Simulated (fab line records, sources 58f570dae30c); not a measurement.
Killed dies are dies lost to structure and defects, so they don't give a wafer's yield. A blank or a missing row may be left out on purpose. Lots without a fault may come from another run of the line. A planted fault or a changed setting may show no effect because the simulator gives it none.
Problem report in the 8D (eight disciplines) form, filled by code | flow berkeley_cmos170 | the parts of the form that need people (team, actions taken, sign-off) are left out

1. THE PROBLEM
SPACER_TEOS_THK at UCB170_SPACER_THK_MEAS_01 reads a mean of 274 nm on 3 wafers of 2 lots; wafers without a fault read 376 nm with a standard deviation of 4.2. That is -24 standard deviations from the usual mean.
First seen on wafer L764.2, day 8 07:26, on film_metro-03. The record holds 42 wafers of 14 lots with a number at this step. Rule for "out", or "out of limits": more than 4 standard deviations from the usual mean. The other wafers with a number count as sound.

2. WHAT IT IS AND WHAT IT IS NOT
question                    | is                           | is not
which readings at this step | SPACER_TEOS_THK              | -
which lots                  | L764, L770                   | L755, L756, L757, L758, L759, L760, L761, L762, L773, L775, L776, L777
which wafers of those lots  | L764.2, L764.6, L770.3       | L764.5, L770.1, L770.6
read on which gauges        | film_metro-01, film_metro-03 | film_metro-02
when                        | from day 8 07:26             | up to then (25 sound wafers); but 14 sound wafers of L770, L773, L775, L776, L777 came after

3. SUSPECTS, AND WHAT RULES EACH OUT
Counting: a tool at a process step up to the reading stays a suspect if it ran every lot that is out. Sound lots after the first of them don't rule it out here, since some wafers of a struck lot are sound.
- the gauge at UCB170_SPACER_THK_MEAS_01: ruled out. The wafers that are out were read on 2 gauges (film_metro-01, film_metro-03).
- pecvd-03 at UCB170_SPACER_CVD_00 (deposits SiO2 from TEOS/O2, target thk 376 nm, time 47 s): kept. It ran every lot that is out, first L764 (day 8 07:23); its last sound lot up to then is L761 (day 7 20:48).
- Within pecvd-03 at UCB170_SPACER_CVD_00: the wafers that are out ran in chamber 0; their sound lot-mates ran in chamber 1.
Left after counting: pecvd-03 at UCB170_SPACER_CVD_00.

4. THE CAUSE (what the simulator had put in)
Process parameter drift: pecvd-03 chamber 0, from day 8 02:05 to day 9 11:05, at UCB170_SPACER_CVD_00. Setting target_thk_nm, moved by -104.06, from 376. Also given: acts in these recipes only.
Counting left only this tool.

5. THE CHAIN OF EFFECTS, in route order
Each row: a reading whose mean over the struck wafers that have a number lies more than 3 standard deviations from the usual. Only readings for which the record gives a usual standard deviation are gone through. hours: the time from each lot's start at the first step in this table that gives one to its start at this step, as a median over the lots. sigmas: the change in usual standard deviations.
hours | step                      | reading         | usual      | on struck wafers | change | sigmas
0     | UCB170_SPACER_THK_MEAS_01 | SPACER_TEOS_THK | 376 nm     | 274              | -102   | -24
3     | UCB170_SPACER_ETCHBACK_03 | oes_product_au  | 0.905 a.u. | 0.719            | -0.186 | -10
The process steps in it:
- UCB170_SPACER_ETCHBACK_03: etches SiO2 in CHF3/CF4/Ar, stops on Si, target depth 376 nm, time 100 s.
Later measuring or inspecting steps at which every struck wafer that the step has a row for has a number for every such reading, and none has moved that far: UCB170_SDANNEAL_RS_MEAS_03, UCB170_CONTACT_THK_MEAS_02.

6. WHAT WOULD HAVE CAUGHT IT SOONER
In this record the first reading out of limits at a measuring or inspecting step was taken at day 8 07:26, 5 hours after the fault began at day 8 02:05.
Of the tool readings at UCB170_SPACER_CVD_00 for which the record gives a usual standard deviation, none was out on any struck wafer, so an alarm limit of 4 standard deviations on them would not have fired.
Of the lots that are out (2), L770 began UCB170_SPACER_CVD_00 on pecvd-03 after day 8 07:26. A hold on the tool at that time would have spared it.
